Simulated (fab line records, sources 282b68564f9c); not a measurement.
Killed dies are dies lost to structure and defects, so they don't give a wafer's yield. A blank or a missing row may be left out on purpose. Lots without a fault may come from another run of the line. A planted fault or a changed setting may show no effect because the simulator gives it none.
fab line records | flow rit_cmos
record lots=7 wafers=21 last_day=7
route steps=202 shown NSD@138 PSD@142 SDANNEAL@154 M1@202
lots that met no fault: from a run of the same line without faults
start_h: hours from the record's first day to the start of the lot's first wafer shown | wait_h: hours since the lot's step before | " the same as in the row above | L1.1+2: a row that stands for several wafers | - no value, or no start given | * or withheld: withheld | < > ~ a bound
route shown NAME@n: a module of which the file shows steps, and the number in the route of the first | usual: mean/standard deviation of fault-free wafers | same: alike in all rows | chamber/n: place in a boat | sites: the reading at each site | _std_site: their standard deviation | _edge_site: outer sites' mean less inner sites' | radius_mm: how far each site lies from the wafer's centre | mask NAME#n: copy n | behind: the tool/chamber that last shaped the wafer | hold: why the lot was held/for how many hours/how that ended | device: the transistor (n, p or np) that didn't switch | end of line: the same wafers' tests at the end of the route | a step without rows: its recipe alone | killed: dies lost to structure and defects at the first sort, not the wafer's yield | map: a wafer's dies, x killed, . not, _ none there
set.NAME: the setting as run; set.NAME@STEP: as run at that earlier step | model.NAME: the simulator's own value behind a step, which no gauge read
lots at some steps of the route; a table a step, a row a wafer
services: from which hour (start_h, from the record's first day; less than 0 if before it) a tool's chamber was out of use, for how many hours, and why
## steps
# step RIT_NSD_HARDBAKE_07
# recipe resist=NOVOLAK temp_c=140 time_s=60
# step RIT_NSD_IMPLANT_08
# recipe species=P energy_kev=25 dose_cm2=1e+15 tilt_deg=7
# step RIT_NSD_STRIP_09
# recipe chemistry=O2 time_s=180 resist=NOVOLAK platen_temp_c=withheld power_w=500 pressure_mtorr=4000 o2_flow_sccm=4000
# usual drypump_motor_current_A=5.6/0.44
# columns lot.wafer tool chamber start_h wait_h drypump_motor_current_A rf_hours_counter_h
L371.1 plasma_asher-01 0 79.47 0.1 4.9 45
L371.4 " 0 " " 4.9 -
L371.5 " 1 " " 5.0 -
L373.2 plasma_asher-01 0 89.74 0.1 4.9 46
L373.3 " 1 " " 5.0 -
L373.5 " 0 " " 4.9 -
L375.2 plasma_asher-04 1 97.48 0.1 5.9 44
L375.3 " 1 " " 5.9 -
L375.6 " 1 " " 5.9 -
L376.4 plasma_asher-04 1 103.76 0.1 5.9 -
L376.5 " 0 " " 5.4 -
L376.6 " 1 " " 5.9 -
L377.1 plasma_asher-02 1 112.35 0.1 5.5 48
L377.2 " 0 " " 6.2 48
L377.6 " 1 " " 5.5 -
L383.1 plasma_asher-01 0 141.45 0.1 4.9 2
L383.2 " 1 " " 5.0 2
L383.6 " 0 " " 4.9 -
L386.2 plasma_asher-02 0 152.91 0.1 6.2 53
L386.4 " 1 " " 5.5 -
L386.6 " 1 " " 5.5 -
# step RIT_NSD_TW_MEAS_10
# usual NSD_TW=3124/15
# columns lot.wafer tool chamber start_h wait_h NSD_TW
L371.1 film_metro-03 - 79.65 0.1 3125
L371.4 " - " " 3137
L371.5 " - " " 3146
L373.2 film_metro-02 - 89.93 0.1 3128
L373.3 " - " " 3151
L373.5 " - " " 3134
L375.2 film_metro-01 - 97.66 0.1 3128
L375.3 " - " " 3105
L375.6 " - " " 3116
L376.4 film_metro-02 - 103.91 0.1 3108
L376.5 " - " " 3134
L376.6 " - " " 3131
L377.1 film_metro-02 - 112.52 0.1 3107
L377.2 " - " " 3123
L377.6 " - " " 3132
L383.1 film_metro-02 - 141.62 0.1 3110
L383.2 " - " " 3119
L383.6 " - " " 3119
L386.2 film_metro-03 - 153.10 0.1 3121
L386.4 " - " " 3101
L386.6 " - " " 3105
# step RIT_PSD_HMDS_00
# recipe prime_time_s=60 prime_temp_c=140
# step RIT_PSD_COAT_01
# recipe resist=NOVOLAK spin_rpm=3250 resist_thk_nm=1000
# step RIT_PSD_SOFTBAKE_02
# recipe resist=NOVOLAK temp_c=90 time_s=60
# step RIT_PSD_EXPOSE_03
# recipe mask_id=M10 na=0.57 target_cd_nm=40900 dose_mj=250
# step RIT_PSD_PEB_04
# recipe resist=NOVOLAK temp_c=withheld time_s=withheld
# step RIT_PSD_DEVELOP_05
# recipe resist=NOVOLAK develop_time_s=51.76 dev_temp_c=23
# step RIT_PSD_OVL_MEAS_06
# usual PSD_OVL=-0.2/1.1
# columns lot.wafer tool chamber start_h wait_h PSD_OVL[nm]
L371.1 overlay-02 - 80.75 - 0.9
L371.4 " - " " -0.3
L371.5 " - " " 1.0
L373.2 overlay-02 - 90.93 - 0.1
L373.3 " - " " -1.5
L373.5 " - " " -1.9
L375.2 overlay-01 - 98.57 - 0.5
L375.3 " - " " 1.5
L375.6 " - " " 1.1
L376.4 overlay-01 - 105.13 - 0.1
L376.5 " - " " 1.0
L376.6 " - " " 0.8
L377.1 overlay-02 - 113.43 - -1.7
L377.2 " - " " -0.5
L377.6 " - " " -1.1
L383.1 overlay-01 - 142.55 - 0.9
L383.2 " - " " 0.2
L383.6 " - " " -0.6
L386.2 overlay-02 - 154.13 - 0.6
L386.4 " - " " 1.7
L386.6 " - " " 0.4
# step RIT_PSD_HARDBAKE_07
# recipe resist=NOVOLAK temp_c=140 time_s=60
# step RIT_PSD_IMPLANT_08
# recipe species=BF2 energy_kev=27 dose_cm2=5e+15 tilt_deg=7
# usual beam_energy_keV=26.999/0.0078
# columns lot.wafer tool chamber start_h wait_h beam_energy_keV model.implant.rp_nm model.implant.drp_nm
L371.1 implanter-02 0 80.94 0.1 27.000 21.68 12.05
L371.4 " 0 " " 26.999 21.68 12.05
L371.5 " 0 " " 26.994 21.68 12.05
L373.2 implanter-02 0 91.13 0.1 26.996 22.31 12.05
L373.3 " 0 " " 26.993 22.31 12.05
L373.5 " 0 " " 26.993 22.31 12.05
L375.2 implanter-02 0 98.77 0.1 25.107 20.21 11.45
L375.3 " 0 " " 25.110 20.21 11.45
L375.6 " 0 " " 25.099 20.21 11.45
L376.4 implanter-02 0 105.37 0.1 25.101 20.38 11.45
L376.5 " 0 " " 25.108 20.38 11.45
L376.6 " 0 " " 25.107 20.38 11.45
L377.1 implanter-02 0 113.62 0.1 25.109 21.12 11.45
L377.2 " 0 " " 25.112 21.12 11.45
L377.6 " 0 " " 25.108 21.12 11.45
L383.1 implanter-04 0 142.74 0.1 26.986 21.73 12.05
L383.2 " 0 " " 27.001 21.73 12.05
L383.6 " 0 " " 27.005 21.73 12.05
L386.2 implanter-03 0 154.33 0.1 27.002 21.89 12.05
L386.4 " 0 " " 27.000 21.89 12.05
L386.6 " 0 " " 27.005 21.89 12.05
# step RIT_PSD_STRIP_09
# recipe chemistry=O2 time_s=180 resist=NOVOLAK platen_temp_c=withheld power_w=500 pressure_mtorr=4000 o2_flow_sccm=4000
# usual drypump_motor_current_A=5.4/0.52
# columns lot.wafer tool chamber start_h wait_h drypump_motor_current_A rf_hours_counter_h
L371.1 plasma_asher-01 0 81.09 0.1 4.9 45
L371.4 " 0 " " 4.9 -
L371.5 " 1 " " 5.0 -
L373.2 plasma_asher-01 0 91.26 0.1 4.9 46
L373.3 " 1 " " 5.0 -
L373.5 " 0 " " 5.0 -
L375.2 plasma_asher-01 0 98.90 0.1 4.9 47
L375.3 " 1 " " 5.0 -
L375.6 " 0 " " 4.9 -
L376.4 plasma_asher-01 1 105.50 0.1 5.0 -
L376.5 " 0 " " 4.9 -
L376.6 " 1 " " 5.0 -
L377.1 plasma_asher-03 1 113.77 0.1 5.9 31
L377.2 " 0 " " 6.3 31
L377.6 " 1 " " 5.8 -
L383.1 plasma_asher-03 1 142.89 0.1 5.8 34
L383.2 " 0 " " 6.3 34
L383.6 " 0 " " 6.3 -
L386.2 plasma_asher-03 0 154.46 0.1 6.3 35
L386.4 " 0 " " 6.3 -
L386.6 " 0 " " 6.3 -
# step RIT_PSD_TW_MEAS_10
# usual PSD_TW=3433/17
# columns lot.wafer tool chamber start_h wait_h hold PSD_TW
L371.1 film_metro-02 - 81.26 0.1 - 3428
L371.4 " - " " - 3455
L371.5 " - " " - 3448
L373.2 film_metro-02 - 91.44 0.1 - 3442
L373.3 " - " " - 3461
L373.5 " - " " - 3450
L375.2 film_metro-03 - 99.08 0.1 await_dispo/0.2h/release 3347
L375.3 " - " " await_dispo/0.2h/release 3366
L375.6 " - " " await_dispo/0.2h/release 3369
L375.2 film_metro-03 - 99.31 0.2 - 3361
L375.3 " - " " - 3366
L375.6 " - " " - 3342
L376.4 film_metro-01 - 105.65 0.1 await_dispo/0.2h/release 3342
L376.5 " - " " await_dispo/0.2h/release 3355
L376.6 " - " " await_dispo/0.2h/release 3355
L376.4 film_metro-01 - 105.87 0.2 - 3345
L376.5 " - " " - 3344
L376.6 " - " " - 3374
L377.1 film_metro-02 - 113.94 0.1 - 3407
L377.2 " - " " - 3379
L377.6 " - " " - 3386
L383.1 film_metro-02 - 143.06 0.1 - 3415
L383.2 " - " " - 3420
L383.6 " - " " - 3427
L386.2 film_metro-02 - 154.64 0.1 - 3426
L386.4 " - " " - 3415
L386.6 " - " " - 3429
# step RIT_SDANNEAL_CLEAN_01
# recipe chemistry=dHF dilution=50:1 time_s=30
# step RIT_SDANNEAL_CLEAN_02
# recipe chemistry=SC2 mix=3:3:50 time_s=600 temp_c=75 dry=n2_spin
# step RIT_SDANNEAL_RTA_03
# recipe temp_c=1050 time_s=5 idle_temp_c=600 ramp_up_c_per_s=342 ramp_down_c_per_s=171 cool_to_c=600 ambient=N2
# usual chamber_o2_ppm=2.003/0.02 wafer_temp_C_max=1053.6/1.2
# columns lot.wafer tool chamber start_h wait_h chamber_o2_ppm wafer_temp_C_max
L371.1 rtp_anneal-02 0 81.69 0.0 1.989 1052.6
L371.4 " 0 " " 2.015 1055.7
L371.5 " 0 " " 2.011 1054.8
L373.2 rtp_anneal-02 0 91.90 0.0 2.023 1053.5
L373.3 " 0 " " 2.015 1054.4
L373.5 " 0 " " 2.033 1051.5
L375.2 rtp_anneal-02 0 109.62 0.0 1.996 1055.2
L375.3 " 0 " " 2.028 1054.6
L375.6 " 0 " " 2.034 1052.6
L376.4 rtp_anneal-01 0 111.44 0.0 1.987 1052.4
L376.5 " 0 " " 2.019 1056.2
L376.6 " 0 " " 1.996 1053.2
L377.1 rtp_anneal-01 0 114.80 0.0 1.999 1053.0
L377.2 " 0 " " 1.975 1052.7
L377.6 " 0 " " 1.985 1052.7
L383.1 rtp_anneal-02 0 143.49 0.0 2.039 1055.0
L383.2 " 0 " " 2.028 1052.0
L383.6 " 0 " " 2.025 1055.6
L386.2 rtp_anneal-01 0 155.09 0.0 1.989 1054.1
L386.4 " 0 " " 1.974 1052.1
L386.6 " 0 " " 1.987 1054.1
# step RIT_SDANNEAL_RS_MEAS_04
# recipe thk_meas_gauge=four-point-probe
# usual PSD_RS=116.1/0.33
# columns lot.wafer tool chamber start_h wait_h hold PSD_RS[ohm/sq]
L371.1 film_metro-02 - 81.75 0.0 - 115.7
L371.4 " - " " - 116.1
L371.5 " - " " - 116.1
L373.2 film_metro-02 - 91.97 0.1 - 116.0
L373.3 " - " " - 115.9
L373.5 " - " " - 115.9
L375.2 film_metro-03 - 109.69 0.1 await_dispo/0.2h/release 120.7
L375.3 " - " " await_dispo/0.2h/release 120.5
L375.6 " - " " await_dispo/0.2h/release 120.5
L375.2 film_metro-03 - 109.98 0.3 - 120.7
L375.3 " - " " - 120.6
L375.6 " - " " - 120.4
L376.4 film_metro-03 - 111.53 0.1 await_dispo/0.2h/release 121.0
L376.5 " - " " await_dispo/0.2h/release 120.5
L376.6 " - " " await_dispo/0.2h/release 121.1
L376.4 film_metro-03 - 111.82 0.3 - 121.0
L376.5 " - " " - 120.5
L376.6 " - " " - 121.3
L377.1 film_metro-01 - 114.86 0.0 await_dispo/0.2h/release 120.8
L377.2 " - " " await_dispo/0.2h/release 120.4
L377.6 " - " " await_dispo/0.2h/release 121.0
L377.1 film_metro-01 - 115.22 0.3 - 120.7
L377.2 " - " " - 120.5
L377.6 " - " " - 120.9
L383.1 film_metro-02 - 143.55 0.0 - 116.5
L383.2 " - " " - 116.3
L383.6 " - " " - 116.3
L386.2 film_metro-01 - 155.15 0.1 - 115.9
L386.4 " - " " - 115.8
L386.6 " - " " - 115.7
# step RIT_SDANNEAL_RS_MEAS_05
# recipe thk_meas_gauge=four-point-probe
# usual NSD_RS=84.6/0.31
# columns lot.wafer tool chamber start_h wait_h hold NSD_RS[ohm/sq]
L371.1 film_metro-02 - 81.87 0.1 - 84.3
L371.4 " - " " - 84.4
L371.5 " - " " - 84.4
L373.2 film_metro-02 - 92.09 0.1 - 84.5
L373.3 " - " " - 84.3
L373.5 " - " " - 84.2
L376.4 film_metro-03 - 114.31 2.5 await_dispo/2.4h/release 84.7
L376.5 " - " " await_dispo/2.4h/release 85.0
L376.6 " - " " await_dispo/2.4h/release 84.9
L375.2 film_metro-03 - 116.19 6.2 await_dispo/6.1h/release 84.3
L375.3 " - " " await_dispo/6.1h/release 84.3
L375.6 " - " " await_dispo/6.1h/release 84.3
L377.1 film_metro-01 - 117.83 2.6 await_dispo/2.5h/release 84.9
L377.2 " - " " await_dispo/2.5h/release 84.8
L377.6 " - " " await_dispo/2.5h/release 84.6
L383.1 film_metro-02 - 143.67 0.1 - 85.0
L383.2 " - " " - 85.2
L383.6 " - " " - 84.9
L386.2 film_metro-01 - 155.27 0.1 - 85.1
L386.4 " - " " - 84.9
L386.6 " - " " - 85.1
# step RIT_M1_PROBE_99
# usual killed_at_front_end=7/3.4 killed_dies=7/3.4 killed_open=3.4/2 killed_short=3.6/2.1
# same gross_dies=264 killed_at_M0_to_M3=0 killed_at_M4_up=0 killed_at_back_side=0 killed_at_contacts=0 killed_at_other=0
# columns lot.wafer tool chamber start_h wait_h killed_at_front_end killed_dies killed_open killed_short
L371.1 prober-01 - 89.09 0.1 4 4 2 2
L371.4 prober-01 - 89.24 0.2 10 10 4 6
L371.5 prober-01 - 89.29 0.2 7 7 2 5
L373.2 prober-01 - 99.38 0.1 16 16 8 8
L373.3 prober-01 - 99.43 0.2 9 9 5 4
L373.5 prober-01 - 99.53 0.2 10 10 4 6
L376.4 prober-02 - 121.74 0.2 3 3 0 3
L376.5 prober-02 - 121.79 0.2 0 0 0 0
L376.6 prober-02 - 121.84 0.2 2 2 1 1
L375.2 prober-01 - 123.37 0.1 10 10 3 7
L377.2 prober-01 - 125.93 0.1 10 10 4 6
L377.6 prober-01 - 126.13 0.2 10 10 3 7
L383.1 prober-02 - 151.24 0.1 4 4 4 0
L383.2 prober-02 - 151.29 0.1 5 5 4 1
L383.6 prober-02 - 151.49 0.2 10 10 4 6
L386.2 prober-02 - 162.62 0.1 4 4 2 2
L386.4 prober-02 - 162.72 0.2 6 6 4 2
L386.6 prober-02 - 162.82 0.2 8 8 4 4
# killed by level:class
L371.1 SILICIDE:geometric_particle:short=2 GATE:geometric_particle:open=1 SILICIDE:geometric_particle:open=1
L371.4 REOX:geometric_particle:short=3 GATE:geometric_particle:short=2 FOX1:geometric_particle:open=1 FOX2:geometric_particle:short=1 GATE:geometric_particle:open=1 REOX:geometric_particle:open=1 SILICIDE:geometric_particle:open=1
L371.5 GATE:geometric_particle:short=3 FOX1:geometric_particle:short=1 GATE:geometric_particle:open=1 REOX:geometric_particle:short=1 SILICIDE:geometric_particle:open=1
L373.2 GATE:geometric_particle:short=4 GATE:geometric_particle:open=3 FOX1:geometric_particle:open=2 REOX:geometric_particle:short=2 SILICIDE:geometric_particle:open=2 FOX1:geometric_particle:short=1 FOX2:geometric_particle:short=1 REOX:geometric_particle:open=1
L373.3 GATE:geometric_particle:open=3 GATE:geometric_particle:short=2 REOX:geometric_particle:short=2 REOX:geometric_particle:open=1 SPACER:geometric_particle:open=1
L373.5 GATE:geometric_particle:short=3 GATE:geometric_particle:open=2 SILICIDE:geometric_particle:short=2 FOX1:geometric_particle:open=1 REOX:geometric_particle:open=1 SPACER:geometric_particle:short=1
L376.4 FOX1:geometric_particle:short=1 FOX2:geometric_particle:short=1 GATE:geometric_particle:short=1
L376.6 GATE:geometric_particle:open=1 SILICIDE:geometric_particle:short=1
L375.2 GATE:geometric_particle:short=4 SILICIDE:geometric_particle:short=2 FOX2:geometric_particle:open=1 GATE:geometric_particle:open=1 SPACER:geometric_particle:short=1 SILICIDE:geometric_particle:open=1
L377.2 SPACER:geometric_particle:short=3 REOX:geometric_particle:open=2 REOX:geometric_particle:short=2 FOX2:geometric_particle:open=1 GATE:geometric_particle:open=1 GATE:geometric_particle:short=1
L377.6 GATE:geometric_particle:short=3 GATE:geometric_particle:open=2 SPACER:geometric_particle:short=2 REOX:geometric_particle:short=1 SILICIDE:geometric_particle:open=1 SILICIDE:geometric_particle:short=1
L383.1 GATE:geometric_particle:open=2 REOX:geometric_particle:open=1 SPACER:geometric_particle:open=1
L383.2 FOX2:geometric_particle:open=2 FOX1:geometric_particle:open=1 GATE:geometric_particle:short=1 SILICIDE:geometric_particle:open=1
L383.6 FOX1:geometric_particle:open=2 FOX1:geometric_particle:short=2 FOX2:geometric_particle:short=2 FOX2:geometric_particle:open=1 GATE:geometric_particle:short=1 SPACER:geometric_particle:open=1 SILICIDE:geometric_particle:short=1
L386.2 REOX:geometric_particle:short=2 FOX1:geometric_particle:open=1 FOX2:geometric_particle:open=1
L386.4 SPACER:geometric_particle:open=2 FOX1:geometric_particle:open=1 FOX2:geometric_particle:short=1 GATE:geometric_particle:short=1 REOX:geometric_particle:open=1
L386.6 REOX:geometric_particle:open=3 SPACER:geometric_particle:short=2 FOX2:geometric_particle:short=1 FOX2:geometric_particle:open=1 REOX:geometric_particle:short=1
## services
# columns tool chamber start_h hours kind
plasma_asher-04 - 59.29 5.9 repair
implanter-02 - 62.72 1.9 repair
plasma_asher-04 - 68.83 0.6 repair
plasma_asher-03 - 101.48 7.2 repair
plasma_asher-01 - 108.75 9.0 pm
plasma_asher-01 0 108.75 9.0 vent_cycle
plasma_asher-01 1 108.75 9.0 vent_cycle
implanter-04 - 109.88 23.9 pm
implanter-03 - 115.62 1.6 repair
plasma_asher-01 0 117.75 - clean
plasma_asher-01 1 117.75 - clean
implanter-04 - 134.03 2.0 pm
## key
first_sign step=RIT_PSD_IMPLANT_08 reading=beam_energy_keV direction=down sigmas=99+ usual=26.999 struck=25.107
effect step=RIT_PSD_TW_MEAS_10 reading=visit direction=added
effect step=RIT_SDANNEAL_RS_MEAS_04 reading=visit direction=added
effect step=RIT_SDANNEAL_RS_MEAS_04 reading=PSD_RS direction=up sigmas=14 usual=116.1 struck=120.7
model_effect step=RIT_PSD_IMPLANT_08 value=implant.rp_nm without=21.8 struck=20.57
met_at RIT_PSD_IMPLANT_08
struck_wafers L375.2,L375.3,L375.6,L376.4,L376.5,L376.6,L377.1,L377.2,L377.6
rows_end L375.3,L375.6,L377.1
tester_left_out L375,L376,L377
onset_between 91.13 98.77
fault kind=process_parameter_drift tool=implanter-02 chamber=- onset_h=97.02 steps=RIT_PSD_IMPLANT_08 channel=energy_kev offset=-1.89 shape=step end_h=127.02 acts_in=these_recipes_only stated=27
# tester_left_out: of these lots the tester's yield and bins aren't shown, on N5 and GAA mostly nor the transistor test; their killed dies are dies lost to structure and defects alone, not to doping, threshold or leakage, so they don't give the yield
# rows_end: these wafers met a further fault down the route, and their rows from its step on are left out
